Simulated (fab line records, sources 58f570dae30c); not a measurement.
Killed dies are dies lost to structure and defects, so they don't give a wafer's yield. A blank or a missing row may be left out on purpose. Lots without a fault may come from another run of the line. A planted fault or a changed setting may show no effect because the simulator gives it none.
Tool commonality check | flow berkeley_cmos170 | 14 lots, 42 wafers sampled

WHY IT WAS OPENED
At UCB170_PLDD_TW_MEAS_11 the reading PLDD_TW is flagged on 2 of 14 lots. Wafers without a fault read 1014, standard deviation 10.
Rule: a lot is flagged when every wafer of it that has a number lies more than 4 standard deviations from that mean, or none has a number. The other lots count as sound.

lot  | measured     | on            | PLDD_TW, wafer by wafer | flag
L567 | day 7 14:40  | film_metro-02 | 1016 1010 1011          |
L569 | day 7 22:11  | film_metro-01 | 1000 1002 998           |
L568 | day 7 22:40  | film_metro-01 | 1002 999 1003           |
L572 | day 8 07:37  | film_metro-04 | 1013 1019 1014          |
L570 | day 8 07:47  | film_metro-01 | 999 1001 1000           |
L571 | day 8 08:21  | film_metro-04 | 1017 1013 1023          |
L573 | day 8 08:31  | film_metro-01 | 1008 1003 998           |
L575 | day 9 10:34  | film_metro-01 | 1002 1002 1000          |
L574 | day 9 10:53  | film_metro-04 | 1026 1022 1020          |
L577 | day 10 02:19 | film_metro-01 | 1009 1011 1012          |
L578 | day 10 02:24 | film_metro-04 | 1023 1023 1024          |
L576 | day 10 02:28 | film_metro-04 | 1022 1021 1022          |
L583 | day 10 12:59 | film_metro-04 | 943 944 945             | FLAGGED
L585 | day 11 08:09 | film_metro-04 | 950 950 954             | FLAGGED
The numbers of the flagged lots are 948 on average: -66 against the usual, or -7 standard deviations.

WHICH TOOL RAN EACH LOT
The record holds 1 process step before the reading, out of a route of 331 steps. In each cell: the tool, then ch and the chambers that the sampled wafers went through, then the start.
lot  | flag    | UCB170_PLDD_IMPLANT_08
L567 |         | implanter-02 ch 0, day 7 14:18
L569 |         | implanter-02 ch 0, day 7 21:49
L568 |         | implanter-01 ch 0, day 7 22:17
L572 |         | implanter-03 ch 0, day 8 07:13
L570 |         | implanter-02 ch 0, day 8 07:23
L571 |         | implanter-01 ch 0, day 8 07:59
L573 |         | implanter-03 ch 0, day 8 08:07
L575 |         | implanter-02 ch 0, day 9 10:11
L574 |         | implanter-03 ch 0, day 9 10:31
L577 |         | implanter-01 ch 0, day 10 01:36
L578 |         | implanter-03 ch 0, day 10 01:49
L576 |         | implanter-01 ch 0, day 10 01:56
L583 | FLAGGED | implanter-02 ch 0, day 10 12:38
L585 | FLAGGED | implanter-02 ch 0, day 11 07:45
What these steps do:
- UCB170_PLDD_IMPLANT_08
- UCB170_PLDD_TW_MEAS_11

FLAGGED OVER TOTAL, TOOL BY TOOL (the gauges that took the reading come last)
step                   | tool          | lots run | flagged | share of the flagged lots | sound lots run after its first flagged lot
UCB170_PLDD_IMPLANT_08 | implanter-01  | 4        | 0       | none                      | -
UCB170_PLDD_IMPLANT_08 | implanter-02  | 6        | 2       | all                       | 0
UCB170_PLDD_IMPLANT_08 | implanter-03  | 4        | 0       | none                      | -
UCB170_PLDD_TW_MEAS_11 | film_metro-01 | 6        | 0       | none                      | -
UCB170_PLDD_TW_MEAS_11 | film_metro-02 | 1        | 0       | none                      | -
UCB170_PLDD_TW_MEAS_11 | film_metro-04 | 7        | 2       | all                       | 0

WHAT THE TABLE ALLOWS
2 rows of the table ran every flagged lot: implanter-02 at UCB170_PLDD_IMPLANT_08, film_metro-04 at UCB170_PLDD_TW_MEAS_11.
- implanter-02 at UCB170_PLDD_IMPLANT_08: 2 of its 6 lots flagged. Its last sound lot is L575 (day 9 10:11), its first flagged lot L583 (day 10 12:38): a fault that began between those two fits. Its own readings lie more than 4 standard deviations out on every wafer of the flagged lots: dose_ions_cm2, faraday_current_uA.
- film_metro-04 at UCB170_PLDD_TW_MEAS_11: 2 of its 7 lots flagged. Its last sound lot is L576 (day 10 02:28), its first flagged lot L583 (day 10 12:59): a fault that began between those two fits.
Counting lots can't tell these 2 tools apart, because each fits a fault that began at some hour. More lots, or a look at what each step does to the wafer, might.

WHAT THE SIMULATOR HAD PUT IN
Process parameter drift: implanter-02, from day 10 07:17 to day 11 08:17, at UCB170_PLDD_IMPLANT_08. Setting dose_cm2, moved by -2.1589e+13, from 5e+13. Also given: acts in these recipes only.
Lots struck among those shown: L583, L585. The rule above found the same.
